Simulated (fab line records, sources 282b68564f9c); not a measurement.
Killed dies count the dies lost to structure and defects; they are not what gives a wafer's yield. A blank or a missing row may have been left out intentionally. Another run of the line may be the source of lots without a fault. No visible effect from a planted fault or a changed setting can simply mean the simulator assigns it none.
Struck lot and sound lot, side by side    flow ritCmos    14 out of 202 route steps
Sound: wafers L532.1, L532.2, L532.3. Struck: wafers L524.2, L524.3, L524.5. The cause is given at the end.
For every step that has rows: the tool of each side, followed by ch and its chambers, followed by its first start. Under that, the readings that differ: sound wafers    struck wafers    difference of the means    sigmas: that difference in standard deviations of wafers without a fault.
alike: readings with means less than 2 such deviations apart, plus words and numbers identical on both sides. not compared: withheld readings, readings lacking a value on some wafer, bounds such as >300 that could conceal the same value, and numbers that have no deviation in the record and whose values overlap.
Wherever a step has rows on one side only, a row that says differs or no value, or a row with sigmas, the two part there. Numbers that don't overlap but have no deviation are shown without sigmas and don't part them. A reading that every wafer of one side lacks parts them only if that side has two wafers or more.

first, 2 steps without rows for these wafers: RIT_ACTIVE_CLEAN_17 (cleans in SC2, time 600 s); RIT_FOX1_OXIDATION_00 (target thk 350.7 nm, ox time 1130 s).
RIT_FOX1_THK_MEAS_01:
  struck on filmMetro-03, day 4 01:01; sound on filmMetro-03, day 5 13:00
  alike: FOX1_OXIDE_THK
then, 2 steps without rows for these wafers: RIT_FOX1_WET_ETCH_02 (etches SiO2 in BOE, target depth 350 nm, time 390 s); RIT_FOX2_OXIDATION_00 (target thk 350.7 nm, ox time 1130 s).
RIT_FOX2_THK_MEAS_01:
  struck on filmMetro-03, day 4 02:41; sound on filmMetro-01, day 5 15:38
  alike: FOX2_OXIDE_THK
then, 2 steps without rows for these wafers: RIT_FOX2_CLEAN_02 (cleans in dHF, time 180 s); RIT_FOX2_WET_ETCH_03 (etches Si3N4 in H3PO4, target depth 195 nm, time 2700 s).
RIT_FOX2_THK_MEAS_90:
  struck on filmMetro-01, day 4 03:34; sound on filmMetro-03, day 5 16:35
  alike: FIELD_OXIDE_LEFT_1_THK
then, 3 steps without rows for these wafers: RIT_NWELL_HMDS_00 (prime time 62.45 s); RIT_NWELL_COAT_01 (resist thk 1300 nm); RIT_NWELL_SOFTBAKE_02 (time 60 s).
RIT_NWELL_EXPOSE_03: exposes mask M2, target cd 43900 nm.
  struck on ilineStepper-01, day 4 04:13; sound on ilineStepper-02 ch 0, day 5 17:06
  no value came back on the struck wafers for exposureDoseMJCm2, focusOffsetNm (nm); on the sound wafers exposureDoseMJCm2 reads 249.55 250.23 249.98
  alike: mask
following that, these wafers have no rows for 1 step: RIT_NWELL_PEB_04.

WHERE THEY PART
Within this record, at RIT_NWELL_EXPOSE_03 only.

WHY: what had been put in by the simulator
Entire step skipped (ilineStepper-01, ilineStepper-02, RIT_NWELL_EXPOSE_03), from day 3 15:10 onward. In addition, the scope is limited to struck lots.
